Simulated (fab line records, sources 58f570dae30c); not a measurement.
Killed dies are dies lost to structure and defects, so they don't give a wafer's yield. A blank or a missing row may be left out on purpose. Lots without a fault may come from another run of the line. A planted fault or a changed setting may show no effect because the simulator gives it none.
Which tool did it? | flow berkeley_cmos170 | 6 lots, 18 wafers sampled, at 1 step of a route of 331

WHAT THE GAUGES READ, wafer by wafer
UCB170_PLDD_CD_MEAS_06: target cd 1200 nm.
lot  | measured     | on        | cd_nm (nm)
L311 | day 7 04:25  | cd_sem-01 | 1202.0 1200.9 1201.6
L313 | day 8 05:27  | cd_sem-01 | 1198.8 1199.4 1198.5
L317 | day 8 15:18  | cd_sem-01 | 1199.7 1200.7 1200.0
L316 | day 8 15:53  | cd_sem-01 | 1198.8 1198.3 1198.9
L321 | day 9 21:57  | cd_sem-01 | 1199.2 1200.2 1198.7
L324 | day 10 13:54 | cd_sem-01 | 1199.3 1199.6 1199.4

WHICH TOOL RAN EACH LOT (tool, then ch and the chambers of the sampled wafers, then the start)
The record holds no process step before these readings.

THE ANSWER, worked out from the rows above alone
Rule: what is usual is taken from the lots themselves. Put in order of their means at a reading, lots are off if they are a third of the lots or fewer, leave a main group of 4 or more, and stand apart from it by a gap of 3 or more times the standard deviation of the main group's means; of several such gaps the widest counts. A main group whose means are all the same, to the digits that the tables above print for the reading, isn't used. A lot without any number at a reading at which 4 lots or more have one is off too. The other lots that the step has rows for count as sound.
No lot is off at any reading shown: from this, nothing can be told.

WHAT THE SIMULATOR HAD PUT IN
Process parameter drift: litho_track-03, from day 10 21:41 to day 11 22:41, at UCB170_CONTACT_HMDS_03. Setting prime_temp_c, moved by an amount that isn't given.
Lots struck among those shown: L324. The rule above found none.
